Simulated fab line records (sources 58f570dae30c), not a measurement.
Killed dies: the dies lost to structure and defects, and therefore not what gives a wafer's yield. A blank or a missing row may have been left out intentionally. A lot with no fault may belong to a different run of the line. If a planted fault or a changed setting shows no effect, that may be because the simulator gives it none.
fab line records -- flow berkeley-cmos170
record lots=6, wafers=18, last-day=12
route steps=331 shown SPACER@171 PSD@175 NSD@187 BACKSIDE@199 SDANNEAL@204
lots with no fault: from the same line, run without faults
start-h: start of the lot's first displayed wafer, in hours after the record's first day -- wait-h: how many hours have passed since the lot's step before this one -- " unchanged from the row above -- L1.1+2: a row that stands for several wafers -- - either no value or no given start -- * or withheld: withheld -- < > ~ a bound
route shown NAME@n: NAME is a module with steps in the file, n the number in the route of the first one -- usual: mean/standard deviation taken from wafers without a fault -- same: alike in all rows -- chamber/n: place in a boat -- sites: each site's reading -- _std_site: standard deviation across them -- _edge_site: outer sites' mean less inner sites' -- radius-mm: for every site, how far away it sits from the centre of the wafer -- mask NAME#n: copy n -- behind: tool/chamber where the wafer was last shaped -- hold: why the lot was held/for how many hours/how that ended -- device: the n, p or np transistor that did not switch -- end of line: tests run on the same wafers once the route is complete -- a step given without rows: its recipe and nothing more -- killed: not the wafer's yield, but the dies lost to structure and defects at the first sort -- map: shows each die of a wafer: x if killed, . if not, _ if none is there
set.NAME: the setting that was run; set.NAME@STEP: the one run at that earlier step -- model.NAME: the simulator's own value behind a step, which no gauge read
lots at selected steps of the route; one table per step, one row per wafer
services: the hour from which a tool's chamber was out of use, counted from the record's first day as start-h (under 0 if before that day), plus the number of hours and why
## steps
# step UCB170_SPACER_CVD_00
# recipe material=SiO2, target-thk-nm=376, temp-c=390, precursor=TEOS/O2, time-s=47, rf-w=550, pressure-mtorr=9000
# usual heater-power-w=286/55
lot.wafer,tool,chamber,start-h,wait-h,heater-power-w,since-wet-clean-h
L149.1,pecvd-03,2,165.93,0.0,274,16
L149.2,pecvd-03,1,165.93,0.0,312,16
L149.4,pecvd-03,1,165.93,0.0,324,-
L151.1,pecvd-01,2,187.80,0.0,253,159
L151.4,pecvd-01,2,187.80,0.0,271,-
L151.6,pecvd-01,0,187.80,0.0,353,-
L152.2,pecvd-01,2,196.26,0.0,308,168
L152.4,pecvd-01,2,196.26,0.0,211,-
L152.6,pecvd-01,1,196.26,0.0,238,-
L157.1,pecvd-02,0,202.80,0.0,379,281
L157.3,pecvd-02,1,202.80,0.0,231,281
L157.4,pecvd-02,0,202.80,0.0,407,-
L159.1,pecvd-01,0,240.40,0.0,323,212
L159.2,pecvd-01,1,240.40,0.0,257,212
L159.3,pecvd-01,2,240.40,0.0,224,212
L161.2,pecvd-02,2,240.44,0.0,184,319
L161.4,pecvd-02,2,240.44,0.0,191,-
L161.6,pecvd-02,1,240.44,0.0,258,-
# step UCB170_SPACER_THK_MEAS_01
# recipe reads=SiO2_of_SPACER_CVD_00
# usual SPACER_TEOS_THK=376/4.9
lot.wafer,tool,chamber,start-h,wait-h,SPACER_TEOS_THK[nm]
L149.1,film-metro-01,-,165.97,0.0,374
L149.2,film-metro-01,-,165.97,0.0,373
L149.4,film-metro-01,-,165.97,0.0,381
L151.1,film-metro-03,-,188.01,0.2,368
L151.4,film-metro-03,-,188.01,0.2,378
L151.6,film-metro-03,-,188.01,0.2,377
L152.2,film-metro-01,-,196.31,0.0,370
L152.4,film-metro-01,-,196.31,0.0,380
L152.6,film-metro-01,-,196.31,0.0,381
L157.1,film-metro-01,-,202.84,0.0,372
L157.3,film-metro-01,-,202.84,0.0,372
L157.4,film-metro-01,-,202.84,0.0,377
L159.1,film-metro-01,-,240.44,0.0,371
L159.2,film-metro-01,-,240.44,0.0,375
L159.3,film-metro-01,-,240.44,0.0,373
L161.2,film-metro-02,-,240.51,0.0,380
L161.4,film-metro-02,-,240.51,0.0,385
L161.6,film-metro-02,-,240.51,0.0,380
# step UCB170_SPACER_ANNEAL_02
# recipe temp-c=900, time-s=1800, ambient=N2
# step UCB170_SPACER_ETCHBACK_03
# recipe stop-on=Si, target=SiO2, chemistry=CHF3/CF4/Ar, CHF3_flow_sccm=50, cf4-flow-sccm=10, Ar_flow_sccm=120, pressure-mtorr=200, rf-w=500, target-depth-a=3760, time-s=100
# usual drypump-motor-current-A=5.5/0.47, oes-product-au=0.904/0.018, throttle-valve-pct=6.47/0.1
lot.wafer,tool,chamber,start-h,wait-h,drypump-motor-current-A,oes-product-au,rf-hours-counter-h,throttle-valve-pct
L149.1,rie-diel-01,1,169.00,0.0,5.6,0.884,17,6.37
L149.2,rie-diel-01,2,169.00,0.0,5.9,0.916,52,6.45
L149.4,rie-diel-01,3,169.00,0.0,6.4,0.899,17,6.47
L151.1,rie-diel-02,3,191.92,0.0,5.0,0.854,59,6.41
L151.4,rie-diel-02,0,191.92,0.0,4.8,0.908,-,6.54
L151.6,rie-diel-02,3,191.92,0.0,5.0,0.875,-,6.41
L152.2,rie-diel-03,3,199.84,0.0,6.2,0.896,22,6.52
L152.4,rie-diel-03,0,199.84,0.0,5.5,0.923,6,6.70
L152.6,rie-diel-03,3,199.84,0.0,6.1,0.924,-,6.52
L157.1,rie-diel-03,1,211.46,0.0,5.4,0.877,120,6.33
L157.3,rie-diel-03,3,211.46,0.0,6.1,0.900,22,6.51
L157.4,rie-diel-03,3,211.46,0.0,6.1,0.913,-,6.51
L159.1,rie-diel-03,3,243.52,0.0,6.1,0.898,24,6.51
L159.2,rie-diel-03,1,243.52,0.0,5.4,0.882,122,6.34
L159.3,rie-diel-03,2,243.52,0.0,5.6,0.925,63,6.46
L161.2,rie-diel-01,0,243.59,0.1,5.7,0.911,128,6.35
L161.4,rie-diel-01,1,243.59,0.1,5.5,0.900,21,6.38
L161.6,rie-diel-01,3,243.59,0.1,6.5,0.902,-,6.47
# step UCB170_PSD_HMDS_00
# recipe prime-time-s=60, prime-temp-c=100
# step UCB170_PSD_COAT_01
# recipe resist=KrF, spin-rpm=1500, resist-thk-nm=900
# step UCB170_PSD_SOFTBAKE_02
# recipe resist=KrF, temp-c=130, time-s=60
# step UCB170_PSD_EXPOSE_03
# recipe mask-id=PSELECT_MOD, na=0.5, sigma-outer=0.6, source-shape=conventional, target-cd-nm=1200, dose-mj=30
# step UCB170_PSD_PEB_04
# recipe peb-temp-c=130, peb-time-s=withheld, resist=KrF
# step UCB170_PSD_DEVELOP_05
# recipe developer=TMAH, develop-time-s=45, resist=KrF, dev-temp-c=21
# step UCB170_PSD_CD_MEAS_06
# recipe target-cd-nm=1200
# usual cd-nm=1200.1/1.4
lot.wafer,tool,chamber,start-h,wait-h,cd-nm
L149.1,cd-sem-01,-,170.04,-,1203.3
L149.2,cd-sem-01,-,170.04,-,1202.6
L149.4,cd-sem-01,-,170.04,-,1203.4
L151.1,cd-sem-01,-,193.07,-,1198.1
L151.4,cd-sem-01,-,193.07,-,1198.4
L151.6,cd-sem-01,-,193.07,-,1198.0
L152.2,cd-sem-01,-,200.91,-,1200.7
L152.4,cd-sem-01,-,200.91,-,1201.9
L152.6,cd-sem-01,-,200.91,-,1200.8
L157.1,cd-sem-01,-,212.71,-,1200.5
L157.3,cd-sem-01,-,212.71,-,1201.0
L157.4,cd-sem-01,-,212.71,-,1200.8
L159.1,cd-sem-02,-,244.99,-,1200.6
L159.2,cd-sem-02,-,244.99,-,1200.6
L159.3,cd-sem-02,-,244.99,-,1200.9
L161.2,cd-sem-02,-,245.68,-,1199.9
L161.4,cd-sem-02,-,245.68,-,1201.0
L161.6,cd-sem-02,-,245.68,-,1201.2
# step UCB170_PSD_OVL_MEAS_07
# usual PSD_OVL=2/5.9
lot.wafer,tool,chamber,start-h,wait-h,PSD_OVL[nm]
L149.1,overlay-02,-,170.16,0.1,1
L149.2,overlay-02,-,170.16,0.1,-5
L149.4,overlay-02,-,170.16,0.1,-3
L151.1,overlay-02,-,193.19,0.1,0
L151.4,overlay-02,-,193.19,0.1,1
L151.6,overlay-02,-,193.19,0.1,-1
L152.2,overlay-02,-,201.01,0.1,6
L152.4,overlay-02,-,201.01,0.1,6
L152.6,overlay-02,-,201.01,0.1,6
L157.1,overlay-01,-,212.83,0.1,-1
L157.3,overlay-01,-,212.83,0.1,0
L157.4,overlay-01,-,212.83,0.1,-6
L159.1,overlay-01,-,245.11,0.1,-5
L159.2,overlay-01,-,245.11,0.1,-9
L159.3,overlay-01,-,245.11,0.1,-1
L161.2,overlay-01,-,245.79,0.1,3
L161.4,overlay-01,-,245.79,0.1,5
L161.6,overlay-01,-,245.79,0.1,0
# step UCB170_PSD_IMPLANT_08
# recipe species=B, dose-cm2=3e+15, energy-kev=20, tilt-deg=7
# usual beam-energy-keV=20.000/0.0067, beam-on-s=9.99/0.2, faraday-current-uA=9265/180, tilt-deg=6.999/0.019
lot.wafer,tool,chamber,start-h,wait-h,beam-energy-keV,beam-on-s,faraday-current-uA,tilt-deg
L149.1,implanter-04,0,170.21,0.0,20.000,9.91,9362,6.982
L149.2,implanter-04,0,170.21,0.0,19.995,10.07,9197,6.998
L149.4,implanter-04,0,170.21,0.0,20.005,10.17,9094,6.992
L151.1,implanter-04,-,193.23,0.0,-,-,-,-
L151.4,implanter-04,-,193.23,0.0,-,-,-,-
L151.6,implanter-04,-,193.23,0.0,-,-,-,-
L152.2,implanter-04,-,201.07,0.0,-,-,-,-
L152.4,implanter-04,-,201.07,0.0,-,-,-,-
L152.6,implanter-04,-,201.07,0.0,-,-,-,-
L157.1,implanter-04,0,212.86,0.0,19.989,9.98,9275,7.008
L157.3,implanter-04,0,212.86,0.0,19.982,10.19,9074,7.025
L157.4,implanter-04,0,212.86,0.0,19.986,10.07,9203,7.008
L159.1,implanter-04,0,245.14,0.0,19.992,10.12,9121,7.030
L159.2,implanter-04,0,245.14,0.0,19.999,9.81,9420,7.006
L159.3,implanter-04,0,245.14,0.0,20.011,10.19,9086,6.994
L161.2,implanter-03,0,245.85,0.0,19.992,10.08,9178,6.982
L161.4,implanter-03,0,245.85,0.0,19.995,9.79,9416,6.985
L161.6,implanter-03,0,245.85,0.0,19.996,10.02,9259,7.033
# step UCB170_PSD_STRIP_09
# recipe chemistry=O2, power-w=400, pressure-mtorr=3500, platen-temp-c=withheld, o2-flow-sccm=400, overash-fraction=0.5
# usual drypump-motor-current-A=5.6/0.56, oes-product-au=0.600/0.0043, strip-time-to-endpoint-s=29.40/0.074
# same overash-fraction=0.5
lot.wafer,tool,chamber,start-h,wait-h,drypump-motor-current-A,oes-product-au,rf-hours-counter-h,strip-time-to-endpoint-s
L149.1,plasma-asher-01,0,170.36,0.1,5.2,0.600,47,29.30
L149.2,plasma-asher-01,1,170.36,0.1,4.6,0.599,47,29.31
L149.4,plasma-asher-01,1,170.36,0.1,4.6,0.601,-,29.29
L151.1,plasma-asher-02,0,193.38,0.1,5.8,0.727,8,21.63
L151.4,plasma-asher-02,1,193.38,0.1,6.0,0.729,-,21.62
L151.6,plasma-asher-02,1,193.38,0.1,6.0,0.739,-,21.69
L152.2,plasma-asher-02,1,201.19,0.1,6.0,0.729,9,21.62
L152.4,plasma-asher-02,0,201.19,0.1,5.8,0.736,-,21.59
L152.6,plasma-asher-02,1,201.19,0.1,6.0,0.739,-,21.61
L157.1,plasma-asher-02,0,213.01,0.1,5.8,0.598,10,29.48
L157.3,plasma-asher-02,0,213.01,0.1,5.8,0.597,-,29.46
L157.4,plasma-asher-02,1,213.01,0.1,6.0,0.596,-,29.45
L159.1,plasma-asher-01,1,245.29,0.1,4.6,0.598,54,29.43
L159.2,plasma-asher-01,0,245.29,0.1,5.3,0.601,54,29.43
L159.3,plasma-asher-01,1,245.29,0.1,4.6,0.602,-,29.37
L161.2,plasma-asher-04,0,245.97,0.1,5.7,0.609,51,29.44
L161.4,plasma-asher-04,0,245.97,0.1,5.7,0.600,-,29.40
L161.6,plasma-asher-04,1,245.97,0.1,6.4,0.601,-,29.45
# step UCB170_PSD_TW_MEAS_10
# usual PSD_TW=2332/17
lot.wafer,tool,chamber,start-h,wait-h,PSD_TW
L149.1,film-metro-04,-,170.46,0.1,2312
L149.2,film-metro-04,-,170.46,0.1,2294
L149.4,film-metro-04,-,170.46,0.1,2309
L151.1,film-metro-04,-,193.48,0.1,30
L151.4,film-metro-04,-,193.48,0.1,30
L151.6,film-metro-04,-,193.48,0.1,30
L152.2,film-metro-02,-,201.30,0.1,30
L152.4,film-metro-02,-,201.30,0.1,30
L152.6,film-metro-02,-,201.30,0.1,30
L157.1,film-metro-04,-,213.11,0.1,2323
L157.3,film-metro-04,-,213.11,0.1,2318
L157.4,film-metro-04,-,213.11,0.1,2332
L159.1,film-metro-04,-,245.39,0.1,2312
L159.2,film-metro-04,-,245.39,0.1,2318
L159.3,film-metro-04,-,245.39,0.1,2308
L161.2,film-metro-04,-,246.08,0.1,2307
L161.4,film-metro-04,-,246.08,0.1,2311
L161.6,film-metro-04,-,246.08,0.1,2299
# step UCB170_PSD_CLEAN_11
# recipe chemistry=SPM, temp-c=120, time-s=600
# step UCB170_NSD_HMDS_00
# recipe prime-time-s=60, prime-temp-c=100
# step UCB170_NSD_COAT_01
# recipe resist=KrF, spin-rpm=1500, resist-thk-nm=900
# step UCB170_NSD_SOFTBAKE_02
# recipe resist=KrF, temp-c=130, time-s=60
# step UCB170_NSD_EXPOSE_03
# recipe mask-id=NSELECT_MOD, na=0.5, sigma-outer=0.6, source-shape=conventional, target-cd-nm=1200, dose-mj=30
# step UCB170_NSD_PEB_04
# recipe peb-temp-c=130, peb-time-s=withheld, resist=KrF
# step UCB170_NSD_DEVELOP_05
# recipe developer=TMAH, develop-time-s=45, resist=KrF, dev-temp-c=21
# step UCB170_NSD_CD_MEAS_06
# recipe target-cd-nm=1200
# usual cd-nm=1200.0/1.3
lot.wafer,tool,chamber,start-h,wait-h,cd-nm
L149.1,cd-sem-02,-,171.80,-,1201.2
L149.2,cd-sem-02,-,171.80,-,1200.3
L149.4,cd-sem-02,-,171.80,-,1200.6
L151.1,cd-sem-01,-,197.89,-,1201.3
L151.4,cd-sem-01,-,197.89,-,1200.7
L151.6,cd-sem-01,-,197.89,-,1200.9
L152.2,cd-sem-01,-,202.54,-,1198.4
L152.4,cd-sem-01,-,202.54,-,1200.2
L152.6,cd-sem-01,-,202.54,-,1200.6
L157.1,cd-sem-02,-,214.43,-,1199.7
L157.3,cd-sem-02,-,214.43,-,1200.1
L157.4,cd-sem-02,-,214.43,-,1201.0
L159.1,cd-sem-02,-,247.49,-,1200.4
L159.2,cd-sem-02,-,247.49,-,1202.2
L159.3,cd-sem-02,-,247.49,-,1203.0
L161.2,cd-sem-01,-,248.68,-,1199.5
L161.4,cd-sem-01,-,248.68,-,1200.1
L161.6,cd-sem-01,-,248.68,-,1199.1
# step UCB170_NSD_OVL_MEAS_07
# usual NSD_OVL=1/6.3
lot.wafer,tool,chamber,start-h,wait-h,NSD_OVL[nm]
L149.1,overlay-02,-,171.92,0.1,-1
L149.2,overlay-02,-,171.92,0.1,-10
L149.4,overlay-02,-,171.92,0.1,-6
L151.1,overlay-01,-,198.01,0.1,-3
L151.4,overlay-01,-,198.01,0.1,-4
L151.6,overlay-01,-,198.01,0.1,-11
L152.2,overlay-01,-,202.65,0.1,-3
L152.4,overlay-01,-,202.65,0.1,-2
L152.6,overlay-01,-,202.65,0.1,1
L157.1,overlay-01,-,214.55,0.1,2
L157.3,overlay-01,-,214.55,0.1,8
L157.4,overlay-01,-,214.55,0.1,2
L159.1,overlay-01,-,247.61,0.1,-6
L159.2,overlay-01,-,247.61,0.1,-8
L159.3,overlay-01,-,247.61,0.1,0
L161.2,overlay-02,-,248.79,0.1,-1
L161.4,overlay-02,-,248.79,0.1,3
L161.6,overlay-02,-,248.79,0.1,3
# step UCB170_NSD_IMPLANT_08
# recipe species=P, dose-cm2=3e+15, energy-kev=40, tilt-deg=7
# step UCB170_NSD_STRIP_09
# recipe chemistry=O2, power-w=400, pressure-mtorr=3500, platen-temp-c=withheld, o2-flow-sccm=400, overash-fraction=0.5
# step UCB170_NSD_TW_MEAS_10
# usual NSD_TW=4196/30
lot.wafer,tool,chamber,start-h,wait-h,NSD_TW
L149.1,film-metro-04,-,172.21,0.1,4157
L149.2,film-metro-04,-,172.21,0.1,4134
L149.4,film-metro-04,-,172.21,0.1,4146
L151.1,film-metro-02,-,198.29,0.1,4184
L151.4,film-metro-02,-,198.29,0.1,4206
L151.6,film-metro-02,-,198.29,0.1,4200
L152.2,film-metro-03,-,202.94,0.1,4193
L152.4,film-metro-03,-,202.94,0.1,4191
L152.6,film-metro-03,-,202.94,0.1,4177
L157.1,film-metro-02,-,214.84,0.1,4231
L157.3,film-metro-02,-,214.84,0.1,4202
L157.4,film-metro-02,-,214.84,0.1,4226
L159.1,film-metro-03,-,247.90,0.1,4240
L159.2,film-metro-03,-,247.90,0.1,4234
L159.3,film-metro-03,-,247.90,0.1,4227
L161.2,film-metro-04,-,249.08,0.1,4169
L161.4,film-metro-04,-,249.08,0.1,4130
L161.6,film-metro-04,-,249.08,0.1,4150
# step UCB170_NSD_CLEAN_11
# recipe chemistry=SPM, temp-c=120, time-s=600
# step UCB170_BACKSIDE_HMDS_00
# recipe prime-time-s=60, prime-temp-c=100
# step UCB170_BACKSIDE_COAT_01
# recipe resist=KrF, spin-rpm=1500, resist-thk-nm=900
# step UCB170_BACKSIDE_SOFTBAKE_02
# recipe resist=KrF, temp-c=130, time-s=60
# step UCB170_BACKSIDE_STRIP_03
# recipe chemistry=O2, power-w=400, pressure-mtorr=3500, platen-temp-c=withheld, o2-flow-sccm=400, overash-fraction=0.5
# usual drypump-motor-current-A=5.6/0.53, oes-product-au=0.734/0.0044, strip-time-to-endpoint-s=21.96/0.063
# same overash-fraction=0.5
lot.wafer,tool,chamber,start-h,wait-h,drypump-motor-current-A,oes-product-au,rf-hours-counter-h,strip-time-to-endpoint-s
L149.1,plasma-asher-03,1,172.89,0.1,4.9,0.733,37,22.01
L149.2,plasma-asher-03,0,172.89,0.1,4.9,0.725,37,21.99
L149.4,plasma-asher-03,0,172.89,0.1,4.9,0.727,-,22.02
L151.1,plasma-asher-03,1,199.06,0.1,4.9,0.737,40,21.95
L151.4,plasma-asher-03,1,199.06,0.1,4.9,0.738,-,21.93
L151.6,plasma-asher-03,0,199.06,0.1,5.0,0.742,-,21.95
L152.2,plasma-asher-03,0,203.64,0.1,4.9,0.736,41,22.06
L152.4,plasma-asher-03,1,203.64,0.1,4.9,0.728,-,22.06
L152.6,plasma-asher-03,1,203.64,0.1,4.9,0.735,-,22.01
L157.1,plasma-asher-04,0,217.27,0.1,5.7,0.737,48,21.87
L157.3,plasma-asher-04,1,217.27,0.1,6.4,0.740,-,21.97
L157.4,plasma-asher-04,0,217.27,0.1,5.7,0.727,-,21.99
L159.1,plasma-asher-04,0,249.34,0.1,5.7,0.732,52,21.86
L159.2,plasma-asher-04,1,249.34,0.1,6.4,0.731,52,21.85
L159.3,plasma-asher-04,0,249.34,0.1,5.7,0.727,-,21.84
L161.2,plasma-asher-02,0,250.79,0.1,5.8,0.745,15,22.01
L161.4,plasma-asher-02,1,250.79,0.1,6.0,0.733,-,22.04
L161.6,plasma-asher-02,0,250.79,0.1,5.8,0.733,-,21.97
# step UCB170_BACKSIDE_CLEAN_04
# recipe chemistry=SPM, temp-c=120, time-s=600
# step UCB170_SDANNEAL_RTA_00
# recipe temp-c=900, time-s=10, ambient=N2
# usual lamp-power-pct=24.1/2.5, wafer_temp_C_max=904.4/1.8
lot.wafer,tool,chamber,start-h,wait-h,lamp-power-pct,wafer_temp_C_max
L149.1,rtp-anneal-02,0,173.17,0.0,21.1,902.6
L149.2,rtp-anneal-02,0,173.17,0.0,21.1,903.0
L149.4,rtp-anneal-02,0,173.17,0.0,21.1,903.1
L151.1,rtp-anneal-02,0,199.35,0.0,21.1,903.0
L151.4,rtp-anneal-02,0,199.35,0.0,21.1,901.5
L151.6,rtp-anneal-02,0,199.35,0.0,21.1,902.7
L152.2,rtp-anneal-01,0,203.96,0.0,26.3,907.0
L152.4,rtp-anneal-01,0,203.96,0.0,26.2,906.5
L152.6,rtp-anneal-01,0,203.96,0.0,26.2,906.4
L157.1,rtp-anneal-02,0,217.55,0.0,21.1,902.4
L157.3,rtp-anneal-02,0,217.55,0.0,21.1,901.8
L157.4,rtp-anneal-02,0,217.55,0.0,21.1,902.6
L159.1,rtp-anneal-02,0,249.63,0.0,21.1,902.5
L159.2,rtp-anneal-02,0,249.63,0.0,21.1,903.4
L159.3,rtp-anneal-02,0,249.63,0.0,21.1,903.6
L161.2,rtp-anneal-02,0,251.09,0.0,21.1,902.8
L161.4,rtp-anneal-02,0,251.09,0.0,21.1,903.6
L161.6,rtp-anneal-02,0,251.09,0.0,21.1,902.9
# step UCB170_SDANNEAL_RTA_01
# recipe temp-c=1050, time-s=5, ambient=N2
# usual lamp-power-pct=37/3.9, wafer_temp_C_max=1055.3/2
lot.wafer,tool,chamber,start-h,wait-h,lamp-power-pct,wafer_temp_C_max
L149.1,rtp-anneal-02,0,173.23,0.1,33,1052.6
L149.2,rtp-anneal-02,0,173.23,0.1,33,1053.1
L149.4,rtp-anneal-02,0,173.23,0.1,33,1052.0
L151.1,rtp-anneal-02,0,199.42,0.1,33,1052.4
L151.4,rtp-anneal-02,0,199.42,0.1,33,1053.5
L151.6,rtp-anneal-02,0,199.42,0.1,33,1052.8
L152.2,rtp-anneal-01,0,204.03,0.1,40,1056.5
L152.4,rtp-anneal-01,0,204.03,0.1,40,1057.8
L152.6,rtp-anneal-01,0,204.03,0.1,41,1055.6
L157.1,rtp-anneal-02,0,217.61,0.1,33,1054.0
L157.3,rtp-anneal-02,0,217.61,0.1,33,1052.1
L157.4,rtp-anneal-02,0,217.61,0.1,33,1053.4
L159.1,rtp-anneal-02,0,249.70,0.1,33,1054.4
L159.2,rtp-anneal-02,0,249.70,0.1,33,1052.7
L159.3,rtp-anneal-02,0,249.70,0.1,33,1054.0
L161.2,rtp-anneal-02,0,251.16,0.1,33,1053.4
L161.4,rtp-anneal-02,0,251.16,0.1,33,1052.7
L161.6,rtp-anneal-02,0,251.16,0.1,33,1053.4
# step UCB170_SDANNEAL_RS_MEAS_02
# recipe thk-meas-gauge=four-point-probe
# usual PSD_RS=75.5/0.36
lot.wafer,tool,chamber,start-h,wait-h,PSD_RS[ohm/sq]
L149.1,film-metro-02,-,173.29,0.0,75.4
L149.2,film-metro-02,-,173.29,0.0,75.6
L149.4,film-metro-02,-,173.29,0.0,75.3
L151.1,film-metro-03,-,199.48,0.0,132.9
L151.4,film-metro-03,-,199.48,0.0,133.3
L151.6,film-metro-03,-,199.48,0.0,133.2
L152.2,film-metro-04,-,204.10,0.1,133.1
L152.4,film-metro-04,-,204.10,0.1,132.9
L152.6,film-metro-04,-,204.10,0.1,133.1
L157.1,film-metro-02,-,217.67,0.0,75.1
L157.3,film-metro-02,-,217.67,0.0,74.8
L157.4,film-metro-02,-,217.67,0.0,75.1
L159.1,film-metro-03,-,249.76,0.0,76.2
L159.2,film-metro-03,-,249.76,0.0,75.9
L159.3,film-metro-03,-,249.76,0.0,75.9
L161.2,film-metro-02,-,251.23,0.1,75.8
L161.4,film-metro-02,-,251.23,0.1,75.3
L161.6,film-metro-02,-,251.23,0.1,75.6
## services
tool,chamber,start-h,hours,kind
implanter-04,-,145.71,4.1,pm
pecvd-03,0,149.50,-,clean
pecvd-03,1,149.50,-,clean
pecvd-03,2,149.50,-,clean
pecvd-03,-,156.00,0.5,repair
plasma-asher-04,-,167.26,5.8,repair
implanter-03,-,167.80,6.3,repair
plasma-asher-01,-,176.79,3.4,repair
rie-diel-02,1,179.85,-,clean
rie-diel-02,1,179.85,18.8,scheduled-down
rie-diel-02,1,179.85,18.8,vent-cycle
rie-diel-02,3,207.45,8.0,repair
pecvd-02,2,207.98,3.7,repair
rie-diel-03,0,211.18,20.7,repair
implanter-03,-,211.31,6.1,repair
plasma-asher-01,-,211.97,2.7,repair
pecvd-02,-,223.67,6.0,pm
implanter-03,-,224.80,2.7,pm
pecvd-02,-,234.32,0.9,repair
rtp-anneal-01,-,247.28,1.5,pm
## key
first-sign step=UCB170_PSD_IMPLANT_08, reading=tool-record, direction=missing
effect step=UCB170_PSD_STRIP_09, reading=strip-time-to-endpoint-s, direction=down, sigmas=99+, usual=*, struck=*
effect step=UCB170_PSD_TW_MEAS_10, reading=PSD_TW, direction=down, sigmas=99+, usual=2332, struck=30
effect step=UCB170_SDANNEAL_RS_MEAS_02, reading=PSD_RS, direction=up, sigmas=99+, usual=75.5, struck=133.1
met-at UCB170_PSD_IMPLANT_08
struck-wafers L151.1,L151.4,L151.6,L152.2,L152.4,L152.6
later-rows-left-out L151.1,L151.4,L151.6,L152.2,L152.4,L152.6
sort-left-out L151.1,L151.4,L151.6,L152.2,L152.4,L152.6
tester-left-out L151,L152
onset-between 170.21 193.23
fault kind=skipped-step-whole, tool=implanter-04, chamber=-, onset-h=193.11, steps=UCB170_PSD_IMPLANT_08, scope=struck-lots-only
# tester-left-out: of these lots the tester's yield and bins aren't shown, on N5 and GAA mostly nor the transistor test; their killed dies are dies lost to structure and defects alone, not to doping, threshold or leakage, so they don't give the yield
# sort-left-out: the simulated sort isn't trusted on such a fault, so these wafers' sort isn't shown, and their yield isn't known
# later-rows-left-out: the simulator's readings of these wafers behind a module that went badly wrong aren't trusted and aren't shown, but for the sort
